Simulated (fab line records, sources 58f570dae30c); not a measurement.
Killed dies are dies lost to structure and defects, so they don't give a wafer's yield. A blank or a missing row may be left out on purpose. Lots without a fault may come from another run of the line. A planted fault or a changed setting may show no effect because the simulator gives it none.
Chamber matching | flow berkeley_cmos170 | UCB170_GATE_ETCH_15 on rie_si-02: 4 sister chambers
The step etches poly-Si in HBr/Cl2, stops on SiO2, time 56.3 s, target depth 278.2 nm. 14 wafers are shown with their chamber, then 7 later ones without.

WAFERS WITH THEIR CHAMBER
wafer  | chamber | throttle_valve_pct (%) | drypump_motor_current_A (A) | oes_product_au (a.u.)
L788.2 | 0       | 26.20                  | 5.3                         | 0.818
L788.4 | 0       | 26.21                  | 5.3                         | 0.819
L788.5 | 2       | 26.21                  | 5.7                         | 0.832
L797.3 | 2       | 26.23                  | 5.7                         | 0.834
L797.5 | 0       | 26.19                  | 5.3                         | 0.821
L797.6 | 1       | 26.86                  | 5.6                         | 0.851
L795.2 | 0       | 26.20                  | 5.3                         | 0.816
L795.4 | 2       | 26.22                  | 5.6                         | 0.838
L795.5 | 3       | 26.75                  | 6.5                         | 0.823
L799.1 | 3       | 26.74                  | 6.5                         | 0.837
L799.5 | 0       | 26.20                  | 5.3                         | 0.822
L799.6 | 1       | 26.86                  | 5.6                         | 0.851
L803.2 | 1       | 26.85                  | 5.6                         | 0.843
L803.3 | 2       | 26.22                  | 5.7                         | 0.822

SIGNATURES (means of the wafers above)
reading                 | chamber 0 | chamber 1 | chamber 2 | chamber 3 | scatter within a chamber
throttle_valve_pct      | 26.2000   | 26.8567   | 26.2200   | 26.7450   | 0.00719
drypump_motor_current_A | 5.300     | 5.600     | 5.675     | 6.500     | 0.0274
oes_product_au          | 0.81920   | 0.84833   | 0.83150   | 0.83000   | 0.0055
Rule: a wafer's distance from a chamber is the root of the sum, over the readings, of the square of ((its reading less the chamber's mean) divided by the reading's scatter). The wafer belongs to the nearest chamber; if the next one is less than 2 further off, it can't be placed. The scatter: the root of (the sum of the squares of (reading less its chamber's mean) over the shown wafers, divided by (wafers less chambers)).

WAFERS WITHOUT THEIR CHAMBER
wafer  | throttle_valve_pct (%) | drypump_motor_current_A (A) | oes_product_au (a.u.)
L803.6 | 26.85                  | 5.6                         | 0.841
L805.1 | 26.85                  | 5.6                         | 0.856
L805.2 | 26.22                  | 5.7                         | 0.845
L805.5 | 26.23                  | 5.6                         | 0.835
L806.1 | 26.84                  | 5.6                         | 0.838
L806.3 | 26.21                  | 5.7                         | 0.839
L806.5 | 26.22                  | 5.7                         | 0.838

WHICH CHAMBER EACH WENT THROUGH
wafer  | from the rows above | in truth
L803.6 | 1                   | 1
L805.1 | 1                   | 1
L805.2 | 2                   | 2
L805.5 | 2                   | 2
L806.1 | 1                   | 1
L806.3 | 2                   | 2
L806.5 | 2                   | 2
Placed correctly: 7 of 7. Can't be placed from these rows: 0. Placed wrongly: 0.
